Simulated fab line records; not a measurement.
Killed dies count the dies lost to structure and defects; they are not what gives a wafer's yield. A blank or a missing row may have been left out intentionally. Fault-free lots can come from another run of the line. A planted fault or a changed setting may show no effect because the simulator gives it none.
Which tool did it? + flow berkeleyCmos170 + 14 lots with 42 wafers sampled at 2 steps, on a route of 331 steps

== WHAT EACH GAUGE READ, for each wafer ==
UCB170_M1_CD_MEAS_09: the cd target is 700 nm.
| lot  | measured     | on       | cdNm (nm)         |
|------|--------------|----------|-------------------|
| L167 | day 6 16:33  | cdSem-02 | 699.9 700.1 700.1 |
| L168 | day 7 03:02  | cdSem-01 | 701.4 699.9 700.4 |
| L169 | day 7 05:13  | cdSem-02 | 696.9 696.5 695.5 |
| L170 | day 7 16:23  | cdSem-01 | 699.0 697.5 696.2 |
| L171 | day 7 18:04  | cdSem-02 | 697.5 697.2 698.4 |
| L173 | day 8 00:57  | cdSem-02 | 702.6 702.5 702.9 |
| L172 | day 8 04:58  | cdSem-02 | 700.2 699.3 701.0 |
| L174 | day 8 05:40  | cdSem-02 | 698.0 697.7 697.1 |
| L175 | day 8 07:24  | cdSem-01 | 700.6 697.5 699.6 |
| L178 | day 9 12:31  | cdSem-02 | 700.4 701.6 700.5 |
| L177 | day 9 13:13  | cdSem-02 | 699.6 699.4 700.8 |
| L179 | day 9 19:43  | cdSem-01 | 700.0 698.9 698.7 |
| L182 | day 10 14:10 | cdSem-02 | 690.3 695.6 681.3 |
| L184 | day 11 06:22 | cdSem-02 | 697.2 688.3 699.0 |

== WHAT TOOL EACH LOT RAN ON (gives the tool, then ch and the chambers of the sampled wafers, and finally the start) ==
| lot  | UCB170_M1_EXPOSE_06              |
|------|----------------------------------|
| L167 | krfScanner-02 ch 0, day 6 15:16  |
| L168 | krfScanner-01 ch 0, day 7 02:38  |
| L169 | krfScanner-02 ch 0, day 7 04:31  |
| L170 | krfScanner-01 ch 0, day 7 16:00  |
| L171 | krfScanner-02 ch 0, day 7 17:40  |
| L173 | krfScanner-01 ch 0, day 8 00:34  |
| L172 | krfScanner-01 ch 0, day 8 04:31  |
| L174 | krfScanner-01 ch 0, day 8 05:16  |
| L175 | krfScanner-02 ch 0, day 8 06:46  |
| L178 | krfScanner-02 ch 0, day 9 12:07  |
| L177 | krfScanner-01 ch 0, day 9 12:49  |
| L179 | krfScanner-01 ch 0, day 9 19:08  |
| L182 | krfScanner-01 ch 0, day 10 13:46 |
| L184 | krfScanner-01 ch 0, day 11 05:44 |
- UCB170_M1_EXPOSE_06: exposes mask METAL1, target cd 700 nm.

== WHAT THE TOOLS THEMSELVES READ (means of the sampled wafers that have a number; where no wafer has one, the mark that the record gives instead) ==
UCB170_M1_EXPOSE_06.
| lot  | tool          | exposureDoseMJCm2 |
|------|---------------|-------------------|
| L167 | krfScanner-02 | 20.988            |
| L168 | krfScanner-01 | 20.972            |
| L169 | krfScanner-02 | 20.973            |
| L170 | krfScanner-01 | 20.972            |
| L171 | krfScanner-02 | 21.030            |
| L173 | krfScanner-01 | 20.972            |
| L172 | krfScanner-01 | 20.952            |
| L174 | krfScanner-01 | 20.981            |
| L175 | krfScanner-02 | 20.986            |
| L178 | krfScanner-02 | 21.010            |
| L177 | krfScanner-01 | 20.992            |
| L179 | krfScanner-01 | 20.979            |
| L182 | krfScanner-01 | 20.671            |
| L184 | krfScanner-01 | 20.435            |

== THE ANSWER, worked out from the rows above alone ==
Rule: usual is defined by the lots themselves. Put in order of their means at a reading, lots are off if they are a third of the lots or fewer, leave a main group of 4 or more, and stand apart from it by a gap of 3 or more times the standard deviation of the main group's means; of several such gaps the widest counts. If all means in a main group match to the digits the tables above print for the reading, that group is not used. Also off: a lot with no number at a reading for which 4 or more lots have one. Any other lot the step has rows for is counted as sound. First the gauges in route order, then the tools' own readings, where a lot's mean is used as printed above. The first step at which some lot is off is used, and at that step the reading that is off furthest; a lot without a number counts as furthest.
Off: L182, L184 (UCB170_M1_EXPOSE_06, exposureDoseMJCm2). Mean 20.984 and standard deviation 0.019 in the main group.
A tool fits if, at that step or a process step before it, it ran every lot that is off, and no sound lot after the first of them. One candidate fits, namely krfScanner-01 at UCB170_M1_EXPOSE_06. Its last sound lot is L179 (day 9 19:08), its first lot that is off L182 (day 10 13:46): a fault that began between those two fits.
On the lots that are off, the tool's own readings at UCB170_M1_EXPOSE_06 differ by more than 5 times the standard deviation of the sound lots' means, which bears it out; exposureDoseMJCm2 reads 20.553 there versus 20.984 on the sound lots.

== WHAT THE SIMULATOR HAD PUT IN ==
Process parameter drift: krfScanner-01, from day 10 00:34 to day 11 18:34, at UCB170_M1_EXPOSE_06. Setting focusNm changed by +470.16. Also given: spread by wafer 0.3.
Shown lots that were struck: L182, L184. Same finding as the rule above.
